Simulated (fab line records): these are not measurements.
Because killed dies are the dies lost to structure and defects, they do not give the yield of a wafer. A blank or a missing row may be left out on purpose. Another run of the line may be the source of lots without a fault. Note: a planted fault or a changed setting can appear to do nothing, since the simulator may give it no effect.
2 desks, one fault | flow rit_cmos | only its own numbers are on each desk; what lay behind them is given at the end

## THE TOOL OWNER'S DESK: rie_diel-02
The tool's own readings at RIT_SPACER_ETCHBACK_05 (etches Si3N4 in SF6/CHF3, stops on SiO2, target depth 250 nm, time 240 s): means of the sampled wafers that have a number, for each lot that ran on this tool. A lot is out of limits, marked OUT, if its mean lies more than 4 standard deviations from the usual mean; the brackets give that distance.
Columns: A = CHF3_flow_sccm at RIT_SPACER_ETCHBACK_05, usual 29.99 sccm; B = drypump_motor_current_A at RIT_SPACER_ETCHBACK_05, usual 5.5 A; C = oes_product_au at RIT_SPACER_ETCHBACK_05, usual 0.842 a.u.; D = throttle_valve_pct at RIT_SPACER_ETCHBACK_05, usual 10.26 %
lot  | first seen here | A     | B   | C               | D
L168 | day 3 17:16     | 30.01 | 5.2 | 0.857           | 10.24
L171 | day 4 09:54     | 30.04 | 5.2 | 0.981 (+12) OUT | 10.23
L172 | day 4 15:11     | 29.96 | 5.2 | 0.995 (+13) OUT | 10.30
This desk finds L171, L172 out of limits, L171 being first, at day 4 09:54 (oes_product_au at RIT_SPACER_ETCHBACK_05). In limits: L168.

## FROM THE METROLOGY DESK
What the gauges read for every lot (on any tool): the sampled wafers with a number, averaged. A lot is out of limits, marked OUT, if its mean lies more than 4 standard deviations from the usual mean; the brackets give that distance.
Columns: A = PLDD_OVL at RIT_PLDD_OVL_MEAS_06, usual 0.0 nm; B = PLDD_TW at RIT_PLDD_TW_MEAS_10, usual 2371; C = SPACER_NITRIDE_THK at RIT_SPACER_THK_MEAS_04, usual 251.0 nm
lot  | first seen here | A    | B    | C
L166 | day 3 05:44     | 1.0  | 2393 | 251.2
L168 | day 3 14:22     | 0.4  | 2398 | 255.1
L171 | day 4 06:46     | 0.1  | 2340 | 248.4
L172 | day 4 12:17     | -1.2 | 2341 | 254.2
L174 | day 4 22:48     | -1.3 | 2376 | 251.4
L185 | day 7 11:04     | -0.3 | 2370 | 251.5
Finding of this desk: none of the 6 lots has anything out of limits.

## ALL TOGETHER
The tool owner's desk had the chance to raise an alarm at day 4 09:54 on L171, L172.
From the metrology desk's view, nothing was out of limits.
The metrology desk holds a record of L171, L172, inside its limits.
RIT_SPACER_ETCHBACK_05 was run on rie_diel-02 by each of the lots named.

## WHAT THE SIMULATOR PUT IN
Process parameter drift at RIT_SPACER_ETCHBACK_05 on rie_diel-02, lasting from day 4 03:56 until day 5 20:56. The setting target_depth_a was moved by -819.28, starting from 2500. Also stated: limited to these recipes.
Struck lots among those shown: L171, L172.
Each desk's first reading out of limits, in hours after the fault started: the tool owner's desk, 6.
